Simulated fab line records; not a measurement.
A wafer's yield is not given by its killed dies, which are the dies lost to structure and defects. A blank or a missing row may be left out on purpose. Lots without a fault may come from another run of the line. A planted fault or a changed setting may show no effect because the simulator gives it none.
fab line records    flow berkeleyCmos170
record: lots: 14  wafers: 42  lastDay: 13
route steps=331 shown FIELD@91 NVT@111 GATE@128
lots with no fault: from the same line, run without faults
startH: the number of hours between the record's first day and the start of the first shown wafer of the lot    waitH: how many hours have passed since the lot's step before this one    " as in the row above    L1.1+2: one row covering several wafers at once    - no value present, or no start provided    * or withheld: withheld    < > ~ a bound
route shown NAME@n: names a module that has steps shown in the file, with the first one's number in the route    usual: average and standard deviation across the fault-free wafers    same: alike in all rows    chamber/n: place in a boat    sites: readings site by site    _std_site: their standard deviation    _edge_site: the outer-site mean with the inner-site mean subtracted    radiusMm: how far each site lies from the wafer's centre    mask NAME#n: copy n    behind: the most recent tool/chamber to have shaped the wafer    hold: the reason the lot was held/the length of the hold in hours/how it ended    device: the n, p or np transistor that did not switch    end of line: the tests these same wafers got at the end of their route    for a step that has no rows: nothing shown but its recipe    killed: count of dies lost to structure and defects at first sort (not the wafer's yield)    map: shows each die of a wafer: x if killed, . if not, _ if none is there
set.NAME: the setting that was run; set.NAME@STEP: the one run at that earlier step    model.NAME: the simulator's own value behind a step, which no gauge read
route steps across a sampled set of lots; one table per step, one row per wafer
services: from which hour (startH, from the record's first day; less than 0 if before it) a tool's chamber was out of use, for how many hours, and why
== steps ==
step: UCB170_FIELD_THK_MEAS_02
recipe: reads: SiO2_of_FIELD_OXIDATION_01
usual: FIELD_OXIDE_THK: 558/9.8
lot.wafer  tool          chamber  startH  waitH  FIELD_OXIDE_THK[nm]
L756.2     filmMetro-04  -        81.50   0.0    556
L756.3     "             -        "       "      558
L756.5     "             -        "       "      557
L759.1     filmMetro-04  -        104.37  0.0    548
L759.3     "             -        "       "      546
L759.5     "             -        "       "      558
L760.1     filmMetro-02  -        104.40  0.0    549
L760.3     "             -        "       "      542
L760.5     "             -        "       "      543
L761.1     filmMetro-02  -        111.55  0.0    563
L761.2     "             -        "       "      555
L761.3     "             -        "       "      553
L762.2     filmMetro-04  -        118.05  0.0    555
L762.4     "             -        "       "      555
L762.6     "             -        "       "      553
L764.1     filmMetro-01  -        126.56  0.0    545
L764.3     "             -        "       "      542
L764.5     "             -        "       "      553
L765.3     filmMetro-02  -        126.62  0.1    541
L765.4     "             -        "       "      543
L765.6     "             -        "       "      532
L769.2     filmMetro-01  -        152.75  0.0    550
L769.3     "             -        "       "      559
L769.4     "             -        "       "      552
L772.1     filmMetro-01  -        164.92  0.0    557
L772.3     "             -        "       "      563
L772.4     "             -        "       "      556
L773.1     filmMetro-01  -        170.61  0.0    568
L773.4     "             -        "       "      565
L773.6     "             -        "       "      563
L774.3     filmMetro-02  -        170.63  0.0    563
L774.4     "             -        "       "      552
L774.6     "             -        "       "      555
L776.1     filmMetro-02  -        189.68  0.0    588
L776.2     "             -        "       "      572
L776.3     "             -        "       "      568
L777.1     filmMetro-04  -        196.68  0.0    579
L777.5     "             -        "       "      568
L777.6     "             -        "       "      572
L779.1     filmMetro-02  -        213.33  0.0    567
L779.3     "             -        "       "      567
L779.6     "             -        "       "      573
step: UCB170_NVT_IMPLANT_07
recipe: species: BF2  doseCm2: 3e+12  energyKev: 50  tiltDeg: 7
usual: beamEnergyKeV: 49.999/0.016  faradayCurrentUA: 9.49/0.18
lot.wafer  tool          chamber  startH  waitH  beamEnergyKeV  faradayCurrentUA
L756.2     implanter-03  0        100.08  0.0    50.012         9.85
L756.3     "             0        "       "      50.002         9.67
L756.5     "             0        "       "      49.993         8.98
L759.1     implanter-03  0        121.31  0.0    49.991         9.49
L759.3     "             0        "       "      49.994         9.66
L759.5     "             0        "       "      50.012         9.50
L760.1     implanter-04  0        121.46  0.0    49.986         9.52
L760.3     "             0        "       "      49.981         9.49
L760.5     "             0        "       "      49.993         9.38
L761.1     implanter-01  0        132.14  0.0    49.996         9.33
L761.2     "             0        "       "      49.999         9.47
L761.3     "             0        "       "      49.995         9.21
L762.2     implanter-01  0        141.19  0.0    50.005         9.28
L762.4     "             0        "       "      50.011         9.31
L762.6     "             0        "       "      50.006         9.63
L764.1     implanter-04  0        148.53  0.0    49.987         9.87
L764.3     "             0        "       "      49.963         9.22
L764.5     "             0        "       "      49.995         9.56
L765.3     implanter-04  0        149.13  0.1    50.011         9.46
L765.4     "             0        "       "      49.984         9.42
L765.6     "             0        "       "      50.022         9.39
L769.2     implanter-03  0        177.35  0.0    49.993         9.23
L769.3     "             0        "       "      50.012         9.33
L769.4     "             0        "       "      50.004         9.84
L772.1     implanter-04  0        192.33  0.0    32.490         9.45
L772.3     "             0        "       "      32.503         9.35
L772.4     "             0        "       "      32.479         9.67
L773.1     implanter-04  0        196.15  0.0    32.506         9.62
L773.4     "             0        "       "      32.515         9.43
L773.6     "             0        "       "      32.497         9.58
L774.3     implanter-01  0        196.43  0.1    49.990         9.57
L774.4     "             0        "       "      49.986         9.42
L774.6     "             0        "       "      49.983         9.22
L776.1     implanter-01  0        218.88  0.0    50.009         9.48
L776.2     "             0        "       "      50.041         9.11
L776.3     "             0        "       "      50.009         9.89
L777.1     implanter-01  0        222.84  0.0    49.982         9.44
L777.5     "             0        "       "      49.989         9.45
L777.6     "             0        "       "      49.996         9.50
L779.1     implanter-03  0        237.49  0.0    49.988         9.54
L779.3     "             0        "       "      49.989         9.75
L779.6     "             0        "       "      50.005         9.59
step: UCB170_NVT_STRIP_08
recipe: chemistry: O2  powerW: 400  pressureMtorr: 3500  platenTempC: withheld  o2FlowSccm: 400  overashFraction: 0.5
usual: drypumpMotorCurrentA: 5.7/0.62  oesProductAu: 0.734/0.0046  stripTimeToEndpointS: 21.65/0.053
lot.wafer  tool            chamber  startH  waitH  drypumpMotorCurrentA  oesProductAu  rfHoursCounterH  stripTimeToEndpointS
L756.2     plasmaAsher-03  0        100.20  0.1    6.2                   0.730         34               21.76
L756.3     "               0        "       "      6.2                   0.734         -                21.75
L756.5     "               0        "       "      6.2                   0.725         -                21.69
L759.1     plasmaAsher-03  0        121.46  0.1    6.2                   0.731         36               21.67
L759.3     "               0        "       "      6.2                   0.732         -                21.61
L759.5     "               0        "       "      6.2                   0.734         -                21.70
L760.1     plasmaAsher-02  0        121.61  0.1    5.2                   0.740         37               21.64
L760.3     "               1        "       "      5.4                   0.737         -                21.66
L760.5     "               0        "       "      5.2                   0.736         -                21.64
L761.1     plasmaAsher-02  1        132.29  0.1    5.4                   0.733         38               21.65
L761.2     "               0        "       "      5.2                   0.739         38               21.75
L761.3     "               0        "       "      5.2                   0.733         -                21.61
L762.2     plasmaAsher-01  1        141.32  0.1    6.6                   0.744         46               21.61
L762.4     "               1        "       "      6.6                   0.730         -                21.54
L762.6     "               1        "       "      6.6                   0.738         -                21.57
L764.1     plasmaAsher-02  1        148.68  0.1    5.4                   0.740         40               21.70
L764.3     "               1        "       "      5.4                   0.736         -                21.70
L764.5     "               1        "       "      5.4                   0.735         -                21.64
L765.3     plasmaAsher-03  1        149.26  0.1    5.9                   0.743         -                21.65
L765.4     "               0        "       "      6.2                   0.735         -                21.61
L765.6     "               1        "       "      5.9                   0.728         -                21.66
L769.2     plasmaAsher-02  0        177.48  0.1    5.2                   0.729         43               21.79
L769.3     "               0        "       "      5.2                   0.726         -                21.73
L769.4     "               1        "       "      5.4                   0.736         -                21.74
L772.1     plasmaAsher-02  1        192.48  0.1    5.4                   0.728         44               21.64
L772.3     "               0        "       "      5.2                   0.732         -                21.67
L772.4     "               1        "       "      5.4                   0.731         -                21.70
L773.1     plasmaAsher-01  1        196.30  0.1    6.7                   0.743         51               21.61
L773.4     "               0        "       "      4.9                   0.734         -                21.66
L773.6     "               1        "       "      6.6                   0.733         -                21.65
L774.3     plasmaAsher-02  1        196.56  0.1    5.4                   0.731         -                21.68
L774.4     "               0        "       "      5.2                   0.735         -                21.66
L774.6     "               1        "       "      5.4                   0.722         -                21.73
L776.1     plasmaAsher-01  0        219.03  0.1    4.9                   0.736         53               21.58
L776.2     "               1        "       "      6.6                   0.734         53               21.71
L776.3     "               1        "       "      6.6                   0.741         -                21.66
L777.1     plasmaAsher-02  0        222.99  0.1    5.2                   0.744         47               21.54
L777.5     "               1        "       "      5.4                   0.729         -                21.57
L777.6     "               0        "       "      5.2                   0.732         -                21.64
L779.1     plasmaAsher-01  0        237.64  0.1    5.0                   0.735         55               21.65
L779.3     "               1        "       "      6.6                   0.735         -                21.62
L779.6     "               0        "       "      4.9                   0.729         -                21.61
step: UCB170_NVT_TW_MEAS_09
usual: NVT_TW: 526/5.4
lot.wafer  tool          chamber  startH  waitH  NVT_TW
L756.2     filmMetro-02  -        100.31  0.1    517
L756.3     "             -        "       "      519
L756.5     "             -        "       "      519
L759.1     filmMetro-04  -        121.56  0.1    529
L759.3     "             -        "       "      529
L759.5     "             -        "       "      529
L760.1     filmMetro-03  -        121.71  0.1    529
L760.3     "             -        "       "      529
L760.5     "             -        "       "      533
L761.1     filmMetro-02  -        132.39  0.1    518
L761.2     "             -        "       "      521
L761.3     "             -        "       "      521
L762.2     filmMetro-02  -        141.43  0.1    519
L762.4     "             -        "       "      523
L762.6     "             -        "       "      520
L764.1     filmMetro-02  -        148.78  0.1    523
L764.3     "             -        "       "      525
L764.5     "             -        "       "      525
L765.3     filmMetro-03  -        149.35  0.1    529
L765.4     "             -        "       "      526
L765.6     "             -        "       "      531
L769.2     filmMetro-02  -        177.59  0.1    523
L769.3     "             -        "       "      522
L769.4     "             -        "       "      525
L772.1     filmMetro-04  -        192.58  0.1    475
L772.3     "             -        "       "      476
L772.4     "             -        "       "      477
L773.1     filmMetro-02  -        196.40  0.1    469
L773.4     "             -        "       "      468
L773.6     "             -        "       "      468
L774.3     filmMetro-03  -        196.65  0.1    532
L774.4     "             -        "       "      533
L774.6     "             -        "       "      534
L776.1     filmMetro-02  -        219.13  0.1    520
L776.2     "             -        "       "      520
L776.3     "             -        "       "      518
L777.1     filmMetro-04  -        223.09  0.1    534
L777.5     "             -        "       "      536
L777.6     "             -        "       "      534
L779.1     filmMetro-02  -        237.74  0.1    520
L779.3     "             -        "       "      521
L779.6     "             -        "       "      522
step: UCB170_GATE_THK_MEAS_02
recipe: reads: SiO2_of_GATE_OXIDATION_01
usual: GATE_OXIDE_THK: 6.62/0.13
lot.wafer  tool          chamber  startH  waitH  GATE_OXIDE_THK[nm]
L756.2     filmMetro-01  -        107.21  0.0    6.36
L756.3     "             -        "       "      6.38
L756.5     "             -        "       "      6.55
L759.1     filmMetro-03  -        128.06  0.0    6.64
L759.3     "             -        "       "      6.61
L759.5     "             -        "       "      6.54
L760.1     filmMetro-02  -        128.07  0.0    6.63
L760.3     "             -        "       "      6.55
L760.5     "             -        "       "      6.49
L761.1     filmMetro-02  -        139.31  0.0    6.52
L761.2     "             -        "       "      6.48
L761.3     "             -        "       "      6.50
L762.2     filmMetro-01  -        147.81  0.0    6.55
L762.4     "             -        "       "      6.50
L762.6     "             -        "       "      6.61
L764.1     filmMetro-02  -        154.90  0.0    6.60
L764.3     "             -        "       "      6.78
L764.5     "             -        "       "      6.51
L765.3     filmMetro-01  -        154.95  0.1    6.74
L765.4     "             -        "       "      6.72
L765.6     "             -        "       "      6.89
L769.2     filmMetro-01  -        190.50  0.0    6.87
L769.3     "             -        "       "      6.83
L769.4     "             -        "       "      6.73
L772.1     filmMetro-01  -        200.84  0.0    6.49
L772.3     "             -        "       "      6.89
L772.4     "             -        "       "      6.54
L773.1     filmMetro-03  -        200.87  0.0    6.66
L773.4     "             -        "       "      6.55
L773.6     "             -        "       "      6.70
L774.3     filmMetro-03  -        200.95  0.1    6.61
L774.4     "             -        "       "      6.76
L774.6     "             -        "       "      6.72
L776.1     filmMetro-03  -        226.65  0.2    6.56
L776.2     "             -        "       "      6.50
L776.3     "             -        "       "      6.55
L777.1     filmMetro-03  -        230.83  0.0    6.54
L777.5     "             -        "       "      6.46
L777.6     "             -        "       "      6.51
L779.1     filmMetro-02  -        245.03  0.0    6.58
L779.3     "             -        "       "      6.50
L779.6     "             -        "       "      6.63
== services ==
tool            chamber  startH  hours  kind
implanter-03    -        111.10  3.2    pm
plasmaAsher-02  -        150.46  2.8    pm
implanter-01    -        170.14  2.5    repair
implanter-04    -        197.79  2.3    repair
implanter-03    -        211.48  9.3    pm
plasmaAsher-03  -        219.91  0.7    repair
== key ==
firstSign: step: UCB170_NVT_IMPLANT_07  reading: beamEnergyKeV  direction: down  sigmas: 99+  usual: 49.999  struck: 32.498
effect: step: UCB170_NVT_TW_MEAS_09  reading: NVT_TW  direction: down  sigmas: 9.9  usual: 526  struck: 472
metAt UCB170_NVT_IMPLANT_07
struckLots L772,L773
testerLeftOut L772,L773
notActingAt UCB170_FIELD_THK_MEAS_02,UCB170_NVT_STRIP_08,UCB170_GATE_THK_MEAS_02
onsetBetween 149.13 192.33
fault: kind: processParameterDrift  tool: implanter-04  chamber: -  onsetH: 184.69  steps: UCB170_NVT_IMPLANT_07  channel: energyKev  offset: -17.5  shape: step  endH: 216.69  actsIn: theseRecipesOnly  stated: 50
testerLeftOut: of these lots the tester's yield and bins aren't shown, on N5 and GAA mostly nor the transistor test; their killed dies are dies lost to structure and defects alone, not to doping, threshold or leakage, so they don't give the yield
